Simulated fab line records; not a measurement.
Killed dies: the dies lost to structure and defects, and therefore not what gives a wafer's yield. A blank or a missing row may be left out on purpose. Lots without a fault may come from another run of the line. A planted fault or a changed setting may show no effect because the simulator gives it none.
Problem report, 8D (eight disciplines) form, completed by code    flow berkeleyCmos170    the parts of the form that need people (team, actions taken, sign-off) are left out

## 1. WHAT WENT WRONG
At UCB170_V1_ETCH_14, runLengthS averages 330.0 s over 3 wafers from 2 lots, while fault-free wafers read 319.3 s, standard deviation 0.37. Measured from the usual mean, that is +29 standard deviations.
The step: etches SiO2 in CHF3/CF4/Ar, stops on Al, target depth 1250 nm, time 291 s.
Earliest sighting: wafer L216.1 on rieDiel-01 at day 10 03:23. At this step, 18 wafers from 6 lots have a number in the record. Rule for "out", or "out of limits": more than 4 standard deviations from the usual mean. The other wafers with a number count as sound.

## 2. WHAT IT IS AND WHAT IT IS NOT
question                     is                      is not
which readings at this step  runLengthS              drypumpMotorCurrentA, mfcArSccm, throttleValvePct
which lots                   L214, L216              L207, L213, L224, L227
which wafers of those lots   L214.2, L214.5, L216.1  L214.6, L216.3, L216.4
read on which tools          rieDiel-01              rieDiel-02, rieDiel-03
when                         from day 10 03:23       up to then (8 sound wafers); but 7 sound wafers of L214, L224, L227 came after

## 3. SUSPECTS, AND WHAT RULES EACH OUT
Counting: a tool at a process step up to the reading stays a suspect if it ran every lot that is out. Sound lots after the first of them don't rule it out here, since some wafers of a struck lot are sound.
- cmp-01 at UCB170_V1_CMP_02 (polishes SiO2): kept. It ran every lot that is out, first L216 (day 9 22:38); its last sound lot up to then is L213 (day 9 09:37).
- rieDiel-01 at UCB170_V1_ETCH_14 (etches SiO2 in CHF3/CF4/Ar, stops on Al, target depth 1250 nm, time 291 s): kept. It ran every lot that is out, first L216 (day 10 03:23); its last sound lot up to then is L213 (day 9 11:22). Its own readings are out on those wafers: runLengthS.
- rieDiel-01, UCB170_V1_ETCH_14: wafers that are out in chamber 1, sound lot-mates in chambers 0, 3.
What counting leaves: cmp-01 at UCB170_V1_CMP_02 and rieDiel-01 at UCB170_V1_ETCH_14.

## 4. THE CAUSE (what the simulator had put in)
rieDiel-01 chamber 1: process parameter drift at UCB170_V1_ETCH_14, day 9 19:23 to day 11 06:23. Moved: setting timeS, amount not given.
This tool is one of the 2 suspects left after counting.

## 5. THE EFFECT CHAIN, in route order
Each row: a reading whose mean over the struck wafers that have a number lies more than 3 standard deviations from the usual. Scope: only readings with a usual standard deviation given in the record; hours: median across lots of the time from each lot's start at the first step in this table that gives one to its start at this step; sigmas: change in usual standard deviations.
hours  step               reading       usual       on struck wafers  change  sigmas
0      UCB170_V1_ETCH_14  oesProductAu  0.877 a.u.  0.843             -0.034  -3.1
0      UCB170_V1_ETCH_14  runLengthS    319.3 s     330.0             +10.7   +29
Process steps it contains:
- UCB170_V1_ETCH_14: etches SiO2 in CHF3/CF4/Ar, stops on Al, target depth 1250 nm, time 291 s.

## 6. HOW IT WOULD HAVE BEEN CAUGHT EARLIER
8 hours passed between the start of the fault at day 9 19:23 and the first reading out of limits in this record, taken at day 10 03:23.
